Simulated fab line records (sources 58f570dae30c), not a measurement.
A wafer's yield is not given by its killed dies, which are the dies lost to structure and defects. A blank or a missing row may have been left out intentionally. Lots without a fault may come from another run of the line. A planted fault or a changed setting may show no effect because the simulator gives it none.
Chamber matching    flow berkeley-cmos170    4 sister chambers for UCB170_M1_ETCH_11 on rie-diel-03
The step etches BARC in N2/H2. 14 wafers are shown with their chamber, then 7 later ones without.

## EACH WAFER AND ITS CHAMBER
wafer   chamber  drypump-motor-current-A (A)  throttle-valve-pct (%)  oes-product-au (a.u.)
L260.1  3        5.0                          13.05                   1.006
L260.5  0        6.1                          13.30                   0.986
L260.6  3        5.0                          13.04                   1.010
L263.1  1        6.4                          13.58                   0.982
L263.5  3        5.0                          13.04                   0.996
L263.6  2        5.6                          13.26                   1.020
L267.1  1        6.4                          13.59                   0.985
L267.4  3        5.0                          13.04                   1.004
L267.6  0        6.1                          13.32                   0.966
L269.1  3        5.0                          13.06                   1.000
L269.2  1        6.3                          13.58                   0.985
L269.5  3        5.0                          13.06                   0.991
L270.4  1        6.4                          13.58                   0.990
L270.5  1        6.4                          13.58                   0.987

SIGNATURES (averages over the wafers above)
reading                  chamber 0  chamber 1  chamber 2  chamber 3  scatter within a chamber
drypump-motor-current-A  6.100      6.380      5.600      5.000      0.0283
throttle-valve-pct       13.3100    13.5820    13.2600    13.0483    0.00874
oes-product-au           0.97600    0.98580    1.02000    1.00117    0.0069
Rule: a wafer lies at a distance from a chamber equal to the root of the sum of squares, over the readings, of (its reading less the chamber's mean, divided by the reading's scatter). If the next closest chamber is less than 2 further off than the closest, the wafer can't be placed; otherwise it belongs to the closest. The scatter: take each reading less its chamber's mean, square it, sum over the shown wafers, divide by the number of wafers less the number of chambers, and take the root.

## WAFERS WITHOUT THEIR CHAMBER
wafer   drypump-motor-current-A (A)  throttle-valve-pct (%)  oes-product-au (a.u.)
L270.6  6.1                          13.33                   0.972
L275.2  6.1                          13.30                   0.978
L275.3  5.6                          13.22                   1.023
L275.5  6.1                          13.32                   0.974
L276.4  5.0                          13.04                   1.000
L276.5  6.0                          13.30                   0.976
L276.6  6.4                          13.57                   0.996

## WHICH CHAMBER EACH WENT THROUGH
wafer   from the rows above  in truth
L270.6  0                    0
L275.2  0                    0
L275.3  2                    2
L275.5  0                    0
L276.4  3                    3
L276.5  0                    0
L276.6  1                    1
7 of 7 placed correctly. From these rows, 0 cannot be placed. Placed wrongly: 0.
